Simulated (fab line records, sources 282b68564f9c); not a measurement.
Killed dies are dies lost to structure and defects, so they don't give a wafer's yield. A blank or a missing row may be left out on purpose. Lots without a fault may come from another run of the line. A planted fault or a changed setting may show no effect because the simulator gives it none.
fab line records | flow rit_cmos
record lots=5 wafers=15 last_day=7
route steps=202 shown SDANNEAL@155 SILICIDE@161 CONTACT@168 M1@184
lots that met no fault: from a run of the same line without faults
start_h: hours from the record's first day to the start of the lot's first wafer shown | wait_h: hours since the lot's step before | " the same as in the row above | L1.1+2: a row that stands for several wafers | - no value, or no start given | * or withheld: withheld | < > ~ a bound
route shown NAME@n: a module of which the file shows steps, and the number in the route of the first | usual: mean/standard deviation of fault-free wafers | same: alike in all rows | chamber/n: place in a boat | sites: the reading at each site | _std_site: their standard deviation | _edge_site: outer sites' mean less inner sites' | radius_mm: how far each site lies from the wafer's centre | mask NAME#n: copy n | behind: the tool/chamber that last shaped the wafer | hold: why the lot was held/for how many hours/how that ended | device: the transistor (n, p or np) that didn't switch | end of line: the same wafers' tests at the end of the route | a step without rows: its recipe alone | killed: dies lost to structure and defects at the first sort, not the wafer's yield | map: a wafer's dies, x killed, . not, _ none there
set.NAME: the setting as run; set.NAME@STEP: as run at that earlier step | model.NAME: the simulator's own value behind a step, which no gauge read
lots at some steps of the route; a table a step, a row a wafer
services: from which hour (start_h, from the record's first day; less than 0 if before it) a tool's chamber was out of use, for how many hours, and why
## steps
# step RIT_SDANNEAL_CLEAN_02
# recipe chemistry=SC2 mix=3:3:50 time_s=600 temp_c=75 dry=n2_spin
# step RIT_SDANNEAL_RTA_03
# recipe temp_c=1050 time_s=5 idle_temp_c=600 ramp_up_c_per_s=342 ramp_down_c_per_s=171 cool_to_c=600 ambient=N2
# step RIT_SILICIDE_WET_ETCH_00
# recipe chemistry=BOE target=SiO2 target_depth_nm=14 time_s=15.33 dry=n2_spin dilution=10:1 temp_c=21.5
# step RIT_SILICIDE_SPUTTER_01
# recipe material=Ti target_thk_nm=30 power_w=350 chamber_pressure_pa=0.667 gas=Ar time_s=240 substrate_temp_c=25
# step RIT_SILICIDE_RTA_04
# recipe temp_c=650 time_s=10 idle_temp_c=25 ramp_up_s=5 ramp_down_s=5 cool_to_c=25 ambient=N2
# step RIT_SILICIDE_WET_ETCH_05
# recipe chemistry=SPM target=Ti temp_c=90 time_s=120 dry=n2_spin
# step RIT_SILICIDE_RTA_06
# recipe temp_c=750 time_s=10 idle_temp_c=25 ramp_up_s=5 ramp_down_s=10 cool_to_c=25 ambient=N2
# usual wafer_temp_C_max=752.5/0.6
# columns lot.wafer tool chamber start_h wait_h wafer_temp_C_max
L488.4 rtp_anneal-01 0 78.99 0.0 752.2
L488.5 " 0 " " 753.1
L488.6 " 0 " " 752.8
L489.2 rtp_anneal-01 0 79.37 0.0 752.8
L489.5 " 0 " " 752.5
L489.6 " 0 " " 752.4
L491.1 rtp_anneal-01 0 94.49 0.0 752.8
L491.2 " 0 " " 753.0
L491.4 " 0 " " 754.1
L498.2 rtp_anneal-02 0 137.21 0.0 752.6
L498.3 " 0 " " 752.6
L498.4 " 0 " " 753.2
L505.1 rtp_anneal-01 0 161.14 0.0 751.6
L505.3 " 0 " " 752.0
L505.4 " 0 " " 752.4
# step RIT_CONTACT_CVD_00
# recipe material=SiO2 target_thk_nm=400 precursor=TEOS temp_c=390 time_s=61 rf_w=400
# step RIT_CONTACT_HMDS_02
# recipe prime_time_s=60 prime_temp_c=140
# step RIT_CONTACT_COAT_03
# recipe resist=NOVOLAK spin_rpm=3250 resist_thk_nm=1000
# step RIT_CONTACT_SOFTBAKE_04
# recipe resist=NOVOLAK temp_c=90 time_s=60
# step RIT_CONTACT_EXPOSE_05
# recipe mask_id=M11 na=0.6 source_shape=conventional sigma_outer=0.5 target_cd_nm=1000 dose_mj=250
# step RIT_CONTACT_PEB_06
# recipe resist=NOVOLAK temp_c=withheld time_s=withheld
# step RIT_CONTACT_DEVELOP_07
# recipe resist=NOVOLAK develop_time_s=120 dev_temp_c=22.12
# step RIT_CONTACT_HARDBAKE_10
# recipe resist=NOVOLAK temp_c=140 time_s=60
# step RIT_CONTACT_ETCH_11
# recipe target_depth_a=4800 over_etch_frac=0.2 stop_on=TiSi2 chemistry=CHF3/CF4/Ar target=SiO2 CHF3_flow_sccm=50 cf4_flow_sccm=10 Ar_flow_sccm=100 O2_flow_sccm=5 pressure_mtorr=100 rf_w=200 time_s=320
# step RIT_CONTACT_STRIP_12
# recipe chemistry=O2 time_s=180 resist=NOVOLAK platen_temp_c=withheld power_w=500 pressure_mtorr=4000 o2_flow_sccm=4000
# step RIT_CONTACT_CLEAN_13
# recipe chemistry=SC1 mix=3:3:50 time_s=600 temp_c=75
# step RIT_CONTACT_CLEAN_14
# recipe chemistry=SC2 mix=3:3:50 time_s=600 temp_c=75 dry=n2_spin
# step RIT_M1_SPUTTER_00
# recipe material=Al target_thk_nm=400 power_w=2000 chamber_pressure_pa=0.4 gas=Ar time_s=500 substrate_temp_c=25
# step RIT_M1_HMDS_03
# recipe prime_time_s=60 prime_temp_c=140
# step RIT_M1_COAT_04
# recipe resist=NOVOLAK spin_rpm=2000 resist_thk_nm=1283
# step RIT_M1_SOFTBAKE_05
# recipe resist=NOVOLAK temp_c=90 time_s=60
# step RIT_M1_EXPOSE_06
# recipe mask_id=M12 na=0.6 source_shape=conventional sigma_outer=0.5 target_cd_nm=2600 dose_mj=248.4
# step RIT_M1_PEB_07
# recipe resist=NOVOLAK temp_c=withheld time_s=withheld
# step RIT_M1_DEVELOP_08
# recipe resist=NOVOLAK develop_time_s=68 dev_temp_c=23
# step RIT_M1_HARDBAKE_11
# recipe resist=NOVOLAK temp_c=140 time_s=120
# step RIT_M1_METAL_ETCH_12
# recipe stop_on=SiO2 chemistry=Cl2/BCl3 target=Al time_s=165 over_etch_frac=0.5 pressure_mtorr=100 target_depth_a=6000 rf_w=250 Cl2_flow_sccm=60 bcl3_flow_sccm=50
# step RIT_M1_PROBE_99
# usual killed_at_M0_to_M3=0.0/0.2 killed_at_contacts=0.0/0.2 killed_at_front_end=6.8/2.9 killed_dies=6.8/2.9 killed_open=3.3/1.9 killed_short=3.5/2
# same gross_dies=264 killed_at_M4_up=0 killed_at_back_side=0 killed_at_other=0
# columns lot.wafer tool chamber start_h wait_h killed_at_M0_to_M3 killed_at_contacts killed_at_front_end killed_dies killed_open killed_short model.etest.npoly_sal.rs_ohm_sq model.etest.ppoly_sal.rs_ohm_sq model.etest.pplus_sal.rs_ohm_sq model.etest.nplus_sal.rs_ohm_sq model.etest.pplus_sal.line_ohm_um model.etest.nplus_sal.line_ohm_um
L489.2 prober-02 - 87.85 0.1 0 0 6 6 5 1 4.218 4.219 4.183 4.183 1.224 1.215
L489.5 prober-02 - 88.00 0.2 0 0 7 7 3 4 4.26 4.162 4.204 4.184 1.215 1.217
L489.6 prober-02 - 88.05 0.2 0 0 8 8 5 3 4.26 4.194 4.153 4.162 1.229 1.228
L488.4 prober-01 - 87.95 0.2 0 0 5 5 2 3 4.215 4.143 4.158 4.123 1.202 1.205
L488.5 prober-01 - 88.00 0.2 0 0 9 9 4 5 4.258 4.189 4.186 4.199 1.211 1.211
L488.6 prober-01 - 88.05 0.2 0 0 6 6 3 3 4.199 4.139 4.147 4.173 1.191 1.207
L491.1 prober-02 - 103.10 0.1 0 0 3 3 2 1 4.314 4.279 4.247 4.236 1.235 1.253
L491.2 prober-02 - 103.15 0.1 0 0 4 4 3 1 4.272 4.207 4.2 4.229 1.218 1.191
L491.4 prober-02 - 103.25 0.2 0 0 3 3 0 3 4.326 4.26 4.28 4.266 1.249 1.242
L498.2 prober-01 - 143.81 0.1 0 0 7 7 3 4 4.331 4.296 4.29 4.297 1.249 1.25
L498.3 prober-01 - 143.86 0.2 0 0 4 4 3 0 4.292 4.272 4.271 4.27 1.244 1.252
L498.4 prober-01 - 143.91 0.2 0 1 4 5 2 3 4.324 4.316 4.286 4.28 1.245 1.248
L505.1 prober-02 - 169.17 0.1 0 0 6 6 5 1 4.305 4.289 4.309 4.319 1.261 1.256
L505.3 prober-02 - 169.27 0.2 0 0 7 7 5 2 4.293 4.294 4.283 4.227 1.251 1.244
L505.4 prober-02 - 169.32 0.2 1 0 9 10 2 8 4.255 4.187 4.202 4.207 1.239 1.252
# killed by level:class
L489.2 GATE:geometric_particle:open=5 GATE:geometric_particle:short=1
L488.4 GATE:geometric_particle:open=2 FOX1:geometric_particle:short=1 REOX:geometric_particle:short=1 SILICIDE:geometric_particle:short=1
L488.5 GATE:geometric_particle:short=3 FOX1:geometric_particle:short=1 FOX1:geometric_particle:open=1 REOX:geometric_particle:open=1 REOX:geometric_particle:short=1 SPACER:geometric_particle:open=1 SILICIDE:geometric_particle:open=1
L489.5 GATE:geometric_particle:short=3 GATE:geometric_particle:open=2 FOX2:geometric_particle:short=1 SILICIDE:geometric_particle:open=1
L488.6 FOX2:geometric_particle:short=2 GATE:geometric_particle:open=2 SILICIDE:geometric_particle:open=1 SILICIDE:geometric_particle:short=1
L489.6 SILICIDE:geometric_particle:open=2 SILICIDE:geometric_particle:short=2 FOX1:geometric_particle:short=1 FOX1:geometric_particle:open=1 REOX:geometric_particle:open=1 SPACER:geometric_particle:open=1
L491.1 GATE:geometric_particle:open=1 GATE:geometric_particle:short=1 SPACER:geometric_particle:open=1
L491.2 GATE:geometric_particle:open=2 FOX1:geometric_particle:short=1 SPACER:geometric_particle:open=1
L491.4 GATE:geometric_particle:short=1 REOX:geometric_particle:short=1 SPACER:geometric_particle:short=1
L498.2 FOX1:geometric_particle:short=2 FOX1:geometric_particle:open=1 GATE:geometric_particle:open=1 REOX:geometric_particle:open=1 SPACER:geometric_particle:short=1 SILICIDE:geometric_particle:short=1
L498.3 GATE:geometric_particle:open=2 SPACER:geometric_particle:open=1 NWELL:coat_microbubble_printed=1
L498.4 FOX1:geometric_particle:short=2 FOX1:geometric_particle:open=1 REOX:geometric_particle:short=1 CONTACT:geometric_particle:open=1
L505.1 FOX1:geometric_particle:open=3 GATE:geometric_particle:open=2 GATE:geometric_particle:short=1
L505.3 GATE:geometric_particle:short=2 GATE:geometric_particle:open=2 FOX1:geometric_particle:open=1 REOX:geometric_particle:open=1 SILICIDE:geometric_particle:open=1
L505.4 FOX1:geometric_particle:short=2 REOX:geometric_particle:short=2 SILICIDE:geometric_particle:short=2 FOX1:geometric_particle:open=1 GATE:geometric_particle:open=1 GATE:geometric_particle:short=1 M1:geometric_particle:short=1
## services
# columns tool chamber start_h hours kind
rtp_anneal-02 - 68.27 5.3 pm
## key
first_sign none at tools or gauges
model_effect step=RIT_M1_PROBE_99 value=etest.npoly_sal.rs_ohm_sq without=4.377 struck=4.258
met_at RIT_SILICIDE_RTA_06
struck_wafers L488.4,L488.5,L488.6,L489.2,L489.5,L489.6,L491.1,L491.2,L491.4
tester_left_out L488,L489,L491
fault kind=process_parameter_drift tool=rtp_anneal-01 chamber=- onset_h=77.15 steps=RIT_SILICIDE_RTA_06 channel=time_s offset=* shape=step end_h=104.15 acts_in=* stated=*
# tester_left_out: of these lots the tester's yield and bins aren't shown, on N5 and GAA mostly nor the transistor test; their killed dies are dies lost to structure and defects alone, not to doping, threshold or leakage, so they don't give the yield
